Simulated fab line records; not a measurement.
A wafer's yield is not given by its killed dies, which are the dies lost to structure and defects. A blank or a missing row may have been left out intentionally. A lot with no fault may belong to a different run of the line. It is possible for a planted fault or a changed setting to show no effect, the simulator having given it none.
Which tool did it? + flow berkeleyCmos170 + Sampling: 14 lots, 42 wafers, 2 of 331 route steps

WHAT THE GAUGES SHOWED, per wafer
UCB170_M3_CD_MEAS_15: the cd target is 700 nm. Usual: 700.4 nm for cdNm, sd 1.5.
| lot  | measured     | on       | cdNm (nm)         | flag |
|------|--------------|----------|-------------------|------|
| L352 | day 9 02:28  | cdSem-01 | 702.1 702.2 703.5 |      |
| L353 | day 9 16:27  | cdSem-02 | 700.6 699.2 700.2 |      |
| L355 | day 10 19:32 | cdSem-01 | 701.1 700.2 699.5 |      |
| L354 | day 10 19:40 | cdSem-01 | 700.1 701.3 701.1 |      |
| L357 | day 10 19:49 | cdSem-01 | 700.8 699.6 701.4 |      |
| L359 | day 11 12:44 | cdSem-02 | 698.3 699.0 699.2 |      |
| L358 | day 11 13:01 | cdSem-01 | 699.9 700.5 699.1 |      |
| L362 | day 12 09:41 | cdSem-01 | 703.9 704.2 705.9 |      |
| L361 | day 12 12:14 | cdSem-02 | 699.6 699.3 698.1 |      |
| L360 | day 12 13:16 | cdSem-02 | 722.5 724.8 723.8 | OFF  |
| L364 | day 13 05:22 | cdSem-01 | 717.5 717.5 718.8 | OFF  |
| L363 | day 13 06:56 | cdSem-02 | 700.3 699.7 700.9 |      |
| L371 | day 14 16:58 | cdSem-02 | 699.8 700.7 699.4 |      |
| L373 | day 15 07:55 | cdSem-02 | 699.7 698.0 698.9 |      |

TOOL THAT RAN EACH LOT (tool first, then ch and the chambers of the sampled wafers, then the start)
| lot  | UCB170_M3_SOFTBAKE_11            |
|------|----------------------------------|
| L352 | lithoTrack-01 ch 0, day 9 01:00  |
| L353 | lithoTrack-02 ch 0, day 9 15:00  |
| L355 | lithoTrack-02 ch 0, day 10 18:00 |
| L354 | lithoTrack-02 ch 0, day 10 19:00 |
| L357 | lithoTrack-03 ch 0, day 10 19:00 |
| L359 | lithoTrack-03 ch 0, day 11 12:00 |
| L358 | lithoTrack-01 ch 0, day 11 12:00 |
| L362 | lithoTrack-01 ch 0, day 12 08:00 |
| L361 | lithoTrack-03 ch 0, day 12 11:00 |
| L360 | lithoTrack-03 ch 0, day 12 12:00 |
| L364 | lithoTrack-03 ch 0, day 13 04:00 |
| L363 | lithoTrack-02 ch 0, day 13 06:00 |
| L371 | lithoTrack-01 ch 0, day 14 16:00 |
| L373 | lithoTrack-02 ch 0, day 15 07:00 |
- UCB170_M3_SOFTBAKE_11: time 60 s.

WHAT THE TOOLS THEMSELVES READ (means of the sampled wafers that have a number; where no wafer has one, the mark that the record gives instead)
UCB170_M3_SOFTBAKE_11. Usual: heaterPowerTotalW 56.80 W, standard deviation 0.043; runLengthS 89.00 s, standard deviation 0.29.
| lot  | tool          | heaterPowerTotalW (W) | runLengthS (s) | flag |
|------|---------------|-----------------------|----------------|------|
| L352 | lithoTrack-01 | 56.81                 | 88.92          |      |
| L353 | lithoTrack-02 | 56.75                 | 88.72          |      |
| L355 | lithoTrack-02 | 56.83                 | 88.77          |      |
| L354 | lithoTrack-02 | 56.82                 | 88.68          |      |
| L357 | lithoTrack-03 | 56.79                 | 89.31          |      |
| L359 | lithoTrack-03 | 56.78                 | 89.47          |      |
| L358 | lithoTrack-01 | 56.81                 | 89.11          |      |
| L362 | lithoTrack-01 | 56.74                 | 88.98          |      |
| L361 | lithoTrack-03 | 56.82                 | 89.27          |      |
| L360 | lithoTrack-03 | 80.21                 | 44.72          | OFF  |
| L364 | lithoTrack-03 | 80.20                 | 44.72          | OFF  |
| L363 | lithoTrack-02 | 56.83                 | 88.65          |      |
| L371 | lithoTrack-01 | 56.84                 | 89.04          |      |
| L373 | lithoTrack-02 | 56.77                 | 88.66          |      |

THE ANSWER, worked out from the rows above alone
Rule: a lot counts as off when the mean over its wafers that have a number is more than 3 standard deviations away from the usual mean. A lot without any number at a reading at which 4 lots or more have one is off too. Where the step has rows for the other lots, those lots are counted as sound. The gauges are gone through in route order, then the tools' own readings, and for those a lot's mean is taken as printed above. At the first step where some lot is off, the reading lying furthest off is the one used; lots without a number count as furthest.
Off: L360, L364 (UCB170_M3_CD_MEAS_15, cdNm).
A tool fits if, at a process step before that reading, it ran every lot that is off, and no sound lot after the first of them. Not tried: the gauges at UCB170_M3_CD_MEAS_15; whatever is off there is also off at UCB170_M3_SOFTBAKE_11, on other tools, and gauge error can't account for it. One candidate fits, namely lithoTrack-03 at UCB170_M3_SOFTBAKE_11. Its last sound lot is L361 (day 12 11:00), its first lot that is off L360 (day 12 12:00): a fault that began between those two fits.
The tool's own readings at UCB170_M3_SOFTBAKE_11 bear it out: on the lots that are off they differ by more than 5 times the standard deviation of the sound lots' means. heaterPowerTotalW reads 80.20 W there against 56.80 W on the sound lots; runLengthS reads 44.72 s there against 88.97 s on the sound lots.

WHAT THE SIMULATOR PUT IN
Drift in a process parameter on lithoTrack-03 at UCB170_M3_SOFTBAKE_11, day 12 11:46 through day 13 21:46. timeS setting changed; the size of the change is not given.
Lots struck among those shown: L360, L364. The same result came from the rule above.
